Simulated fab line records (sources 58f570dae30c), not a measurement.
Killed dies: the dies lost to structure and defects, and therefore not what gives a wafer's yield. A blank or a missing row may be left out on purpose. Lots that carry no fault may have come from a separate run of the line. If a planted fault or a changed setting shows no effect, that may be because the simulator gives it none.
A single fault, viewed from 2 desks	flow berkeleyCmos170	each desk holds nothing but its own numbers, with what lay behind them at the end

THE METROLOGY DESK
Lot by lot, what the gauges showed, no matter which tool ran the lot: averages of those sampled wafers that carry a number. If a lot's mean is further than 4 standard deviations from the usual mean, the lot is out of limits and carries the mark OUT (the distance appears in the brackets).
Columns: A = SILICIDE_TI_RS at UCB170_SILICIDE_RS_MEAS_02, usual 26.1 ohm/sq; B = cdNm at UCB170_CONTACT_CD_MEAS_15, usual 700.0 nm; C = V1_BOW at UCB170_V1_BOW_MEAS_03, usual 18 um
lot	first seen here	A	B	C
L407	day 7 10:22	26.5	701.9	21
L408	day 8 15:27	26.0	699.0	26
L409	day 9 09:22	25.7	699.9	29
L410	day 9 09:31	27.0	698.5	16
L411	day 9 09:51	26.5	700.4	16
L413	day 9 13:32	26.3	700.7	20
L414	day 9 13:32	25.7	700.4	24
L416	day 9 22:08	26.6	701.9	15
L419	day 10 05:50	25.8	702.1	14
L424	day 11 12:17	25.8	698.3	23
L428	day 12 03:11	26.5	702.8	15
L426	day 12 07:20	26.1	699.5	20
L430	day 12 22:50	26.4	697.4	17
L429	day 14 04:29	26.2	699.5	14
This desk's finding: nothing out of limits on any of the 14 lots.

DESK OF THE TOOL OWNER: rieDiel-01
The tool's own readings at UCB170_M1_ETCH_11 (etches BARC in N2/H2): means of the sampled wafers that have a number, for each lot that ran on this tool. If a lot's mean is further than 4 standard deviations from the usual mean, the lot is out of limits and carries the mark OUT (the distance appears in the brackets).
Columns: A = biasW at UCB170_M1_ETCH_11, usual 99.99 W; B = drypumpMotorCurrentA at UCB170_M1_ETCH_11, usual 5.6 A; C = n2FlowSccm at UCB170_M1_ETCH_11, usual 99.97 sccm; D = oesProductAu at UCB170_M1_ETCH_11, usual 0.994 a.u.; E = throttleValvePct at UCB170_M1_ETCH_11, usual 13.30 %
lot	first seen here	A	B	C	D	E
L408	day 9 00:00	100.04	5.7	100.14	1.010	13.33
L413	day 9 20:08	100.05	5.8	100.00	1.015	13.32
L416	day 10 05:14	95.21 (-17) OUT	5.2	99.92	0.954	13.27
L419	day 10 16:00	95.56 (-16) OUT	5.7	99.95	0.989	13.29
L429	day 14 13:20	99.99	5.4	100.12	0.977	13.29
Finding of this desk: L416, L419 out of limits; the first was L416 at day 10 05:14, on biasW at UCB170_M1_ETCH_11. In limits: L408, L413, L429.

BROUGHT TOGETHER
At day 10 05:14, on L416, L419, the tool owner's desk was in a position to raise an alarm.
Metrology desk: nothing out of limits seen.
The metrology desk holds a record of L416, L419, inside its limits.
On rieDiel-01, each named lot ran UCB170_M1_ETCH_11.

WHAT WAS PUT IN BY THE SIMULATOR
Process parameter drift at UCB170_M1_ETCH_11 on rieDiel-01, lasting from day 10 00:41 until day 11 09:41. A move of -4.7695 in setting biasW, from 100. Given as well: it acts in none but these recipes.
Struck lots among those shown: L416, L419.
Hours from the fault's start to each desk's first reading out of limits: the tool owner's desk, 5.
